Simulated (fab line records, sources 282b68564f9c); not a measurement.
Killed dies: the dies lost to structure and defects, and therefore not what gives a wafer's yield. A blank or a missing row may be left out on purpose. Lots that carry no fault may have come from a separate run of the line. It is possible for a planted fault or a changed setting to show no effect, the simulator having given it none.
Problem report in the 8D (eight disciplines) form, filled by code | flow ritCmos | the parts of the form that need people (team, actions taken, sign-off) are left out

== 1. THE ISSUE ==
At RIT_ACTIVE_CD_MEAS_11, cdNm averages 1386.3 nm over 6 wafers from 2 lots, while fault-free wafers read 1400.1 nm, standard deviation 1.5. Measured from the usual mean, that is -9.2 standard deviations.
The step: target cd 1400 nm.
Earliest sighting: wafer L859.2 on cdSem-02 at day 4 07:58. The record has a number at this step for 39 wafers belonging to 13 lots. Rule for "out" (also "out of limits"): further than 4 standard deviations from the usual mean. Any other wafer with a number is counted as sound.

== 2. WHAT IT IS, AND WHAT IT ISN'T ==
question                    | is                     | is not
which readings at this step | cdNm                   | -
which lots                  | L859, L860             | L846, L847, L848, L849, L850, L851, L852, L856, L863, L867, L868
which wafers of those lots  | all that have a number | -
read on which gauges        | cdSem-01, cdSem-02     | -
when                        | from day 4 07:58       | up to then (24 sound wafers); but 9 sound wafers of L863, L867, L868 came after

== 3. THE SUSPECTS, EACH WITH WHAT RULES IT OUT ==
Counting: a tool at a process step up to the reading stays a suspect if it ran every lot that is out and no sound lot after the first of them.
- ruled out: the gauge at RIT_ACTIVE_CD_MEAS_11. The wafers that are out were read on 2 gauges (cdSem-01, cdSem-02).
- lithoTrack-01 at RIT_ACTIVE_DEVELOP_10 (develop time 50 s): kept. Every lot that is out went through it, starting with L859 (day 4 07:00), and after that it ran no sound lot; the last sound lot it ran before then is L851 (day 2 19:00).
After counting, what remains is lithoTrack-01 at RIT_ACTIVE_DEVELOP_10.

== 4. THE CAUSE (what the simulator had put in) ==
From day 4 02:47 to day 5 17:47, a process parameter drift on lithoTrack-01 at RIT_ACTIVE_DEVELOP_10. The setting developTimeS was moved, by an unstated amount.
Counting left only this tool.

== 5. SEQUENCE OF EFFECTS, ordered by route ==
One row per reading whose mean, taken over the struck wafers that have a number, lies over 3 standard deviations from the usual. Scope: only readings with a usual standard deviation given in the record; hours: median across lots of the time from each lot's start at the first step in this table that gives one to its start at this step; sigmas: change in usual standard deviations.
hours | step                  | reading | usual     | on struck wafers | change | sigmas
0     | RIT_ACTIVE_CD_MEAS_11 | cdNm    | 1400.1 nm | 1386.3           | -13.8  | -9.2

== 6. WHAT WOULD HAVE CAUGHT IT SOONER ==
In this record the first reading out of limits at a measuring or inspecting step was taken at day 4 07:58, 5 hours after the fault began at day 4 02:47.
Among the 2 lots that are out, L860 began RIT_ACTIVE_DEVELOP_10 on lithoTrack-01 after day 4 07:58. Holding the tool at that time would have saved it.
